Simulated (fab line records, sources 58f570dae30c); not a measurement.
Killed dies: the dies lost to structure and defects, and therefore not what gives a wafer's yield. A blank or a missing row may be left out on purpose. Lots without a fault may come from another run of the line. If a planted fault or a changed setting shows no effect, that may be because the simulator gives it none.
Which of the tools did it? -- flow berkeley_cmos170 -- 42 wafers from 14 lots sampled at 5 of the route's 331 steps

WHAT EACH GAUGE READ, for each wafer
UCB170_SPACER_THK_MEAS_01.
lot,measured,on,SPACER_TEOS_THK (nm)
L665,day 6 02:07,film_metro-04,377 380 378
L664,day 6 06:01,film_metro-01,373 383 378
L666,day 6 22:14,film_metro-04,375 390 389
L668,day 7 08:59,film_metro-01,371 363 376
L667,day 7 09:43,film_metro-02,381 389 379
L676,day 7 21:42,film_metro-02,376 374 384
L674,day 7 22:05,film_metro-01,377 373 378
L671,day 7 23:31,film_metro-01,373 379 383
L675,day 8 15:37,film_metro-04,373 382 376
L680,day 9 14:35,film_metro-04,380 380 381
L682,day 10 04:13,film_metro-01,380 378 379
L684,day 10 04:29,film_metro-02,370 380 383
L686,day 10 15:55,film_metro-01,375 377 380
L685,day 10 15:56,film_metro-04,371 378 379

UCB170_M1_RS_MEAS_01: a four-point-probe measurement.
lot,measured,on,M1_AL_RS (ohm/sq)
L665,day 6 18:20,film_metro-03,0.0480 0.0484 0.0479
L664,day 6 20:20,film_metro-04,0.0486 0.0489 0.0488
L666,day 7 15:16,film_metro-01,0.0477 0.0490 0.0477
L668,day 8 05:21,film_metro-01,0.0482 0.0479 0.0485
L667,day 8 06:07,film_metro-03,0.0489 0.0490 0.0491
L676,day 8 14:35,film_metro-04,0.0486 0.0482 0.0479
L674,day 8 15:01,film_metro-03,0.0480 0.0480 0.0480
L671,day 8 15:19,film_metro-04,0.0707 0.0698 0.0702
L675,day 9 11:40,film_metro-04,0.0709 0.0707 0.0705
L680,day 10 05:48,film_metro-03,0.0484 0.0482 0.0480
L682,day 10 23:34,film_metro-03,0.0481 0.0484 0.0483
L684,day 10 23:35,film_metro-01,0.0482 0.0481 0.0485
L686,day 11 07:48,film_metro-01,0.0476 0.0476 0.0482
L685,day 11 07:49,film_metro-04,0.0480 0.0484 0.0479

UCB170_M1_THK_MEAS_02: measures by xrf.
lot,measured,on,M1_AL_THK (nm)
L665,day 6 18:26,film_metro-03,619 614 616
L664,day 6 20:28,film_metro-04,605 598 603
L666,day 7 15:23,film_metro-01,608 595 613
L668,day 8 05:28,film_metro-01,604 606 600
L667,day 8 06:13,film_metro-03,606 606 603
L676,day 8 14:42,film_metro-04,601 608 609
L674,day 8 15:08,film_metro-03,613 620 619
L671,day 8 15:26,film_metro-04,416 423 421
L675,day 9 11:47,film_metro-04,414 415 420
L680,day 10 05:54,film_metro-03,609 610 615
L682,day 10 23:41,film_metro-03,617 612 609
L684,day 10 23:41,film_metro-01,600 601 596
L686,day 11 07:55,film_metro-01,609 608 602
L685,day 11 07:55,film_metro-04,610 606 611

UCB170_M1_OVL_MEAS_10.
lot,measured,on,M1_OVL (nm)
L665,day 6 19:36,overlay-01,-1 1 9
L664,day 6 21:29,overlay-01,3 -5 5
L666,day 7 16:38,overlay-02,-3 5 3
L668,day 8 06:51,overlay-01,14 12 5
L667,day 8 07:23,overlay-01,0 -4 2
L676,day 8 15:52,overlay-01,4 5 13
L674,day 8 16:25,overlay-02,-2 0 -6
L671,day 8 17:08,overlay-01,6 -2 -5
L675,day 9 13:15,overlay-02,-5 0 10
L680,day 10 08:19,overlay-02,0 4 0
L682,day 11 00:42,overlay-01,0 -10 6
L684,day 11 00:57,overlay-02,5 7 3
L686,day 11 10:36,overlay-01,2 1 0
L685,day 11 10:29,overlay-02,0 4 5

WHAT TOOL EACH LOT RAN ON (gives the tool, then ch and the chambers of the sampled wafers, and finally the start)
lot,UCB170_M1_SPUTTER_00
L665,"pvd_sputter-02, day 6 18:14"
L664,"pvd_sputter-03, day 6 20:17"
L666,"pvd_sputter-04, day 7 15:11"
L668,"pvd_sputter-04, day 8 05:17"
L667,"pvd_sputter-03, day 8 06:01"
L676,"pvd_sputter-04, day 8 14:31"
L674,"pvd_sputter-03, day 8 14:57"
L671,"pvd_sputter-02, day 8 15:15"
L675,"pvd_sputter-02, day 9 11:37"
L680,"pvd_sputter-03, day 10 05:42"
L682,"pvd_sputter-04, day 10 23:30"
L684,"pvd_sputter-03, day 10 23:30"
L686,"pvd_sputter-03, day 11 07:44"
L685,"pvd_sputter-04, day 11 07:44"
- UCB170_M1_SPUTTER_00: material Al, target thk 600 nm, time 80 s.

AS READ BY THE TOOLS THEMSELVES (means over the sampled wafers that have a number; for cases with no such wafer, the mark the record gives instead)
UCB170_M1_SPUTTER_00.
lot,tool,cathode_dc_power_W (W),throttle_valve_pct (%)
L665,pvd_sputter-02,5999.4,30.2
L664,pvd_sputter-03,6000.5,30.0
L666,pvd_sputter-04,5999.6,29.8
L668,pvd_sputter-04,6000.6,30.6
L667,pvd_sputter-03,6000.2,30.2
L676,pvd_sputter-04,6000.3,30.0
L674,pvd_sputter-03,5999.9,30.0
L671,pvd_sputter-02,6000.3,30.2
L675,pvd_sputter-02,5999.6,30.8
L680,pvd_sputter-03,6000.1,29.8
L682,pvd_sputter-04,6000.7,29.0
L684,pvd_sputter-03,5999.4,29.6
L686,pvd_sputter-03,6000.1,30.0
L685,pvd_sputter-04,6000.2,30.5

THE ANSWER, worked out from the rows above alone
Rule: the lots themselves supply what counts as usual. The widest of any qualifying gaps counts: lots, ordered by their means at a reading, are off when they make up no more than a third of the lots, leave a main group of 4 or more, and stand apart from it by 3 or more times the standard deviation of that group's means. A main group whose means are all the same, to the digits that the tables above print for the reading, isn't used. A lot without any number at a reading at which 4 lots or more have one is off too. Any other lot the step has rows for is counted as sound. First the gauges in route order, then the tools' own readings, where a lot's mean is used as printed above. At the first step where some lot is off, the reading lying furthest off is the one used; lots without a number count as furthest.
Off: at UCB170_M1_RS_MEAS_01 (M1_AL_RS), L671, L675. The main group has a mean of 0.0483 ohm/sq with a standard deviation of 0.00031.
A tool fits if, at a process step before that reading, it ran every lot that is off, and no sound lot after the first of them. The gauges at UCB170_M1_RS_MEAS_01 are tried like those tools. One fits: UCB170_M1_SPUTTER_00 on pvd_sputter-02. Its last sound lot is L665 (day 6 18:14), its first lot that is off L671 (day 8 15:15): a fault that began between those two fits.

WHAT WAS PUT IN BY THE SIMULATOR
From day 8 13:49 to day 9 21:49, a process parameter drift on pvd_sputter-02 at UCB170_M1_SPUTTER_00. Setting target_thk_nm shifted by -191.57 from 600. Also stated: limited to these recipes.
Lots struck among those shown: L671, L675. This agrees with what the rule above found.
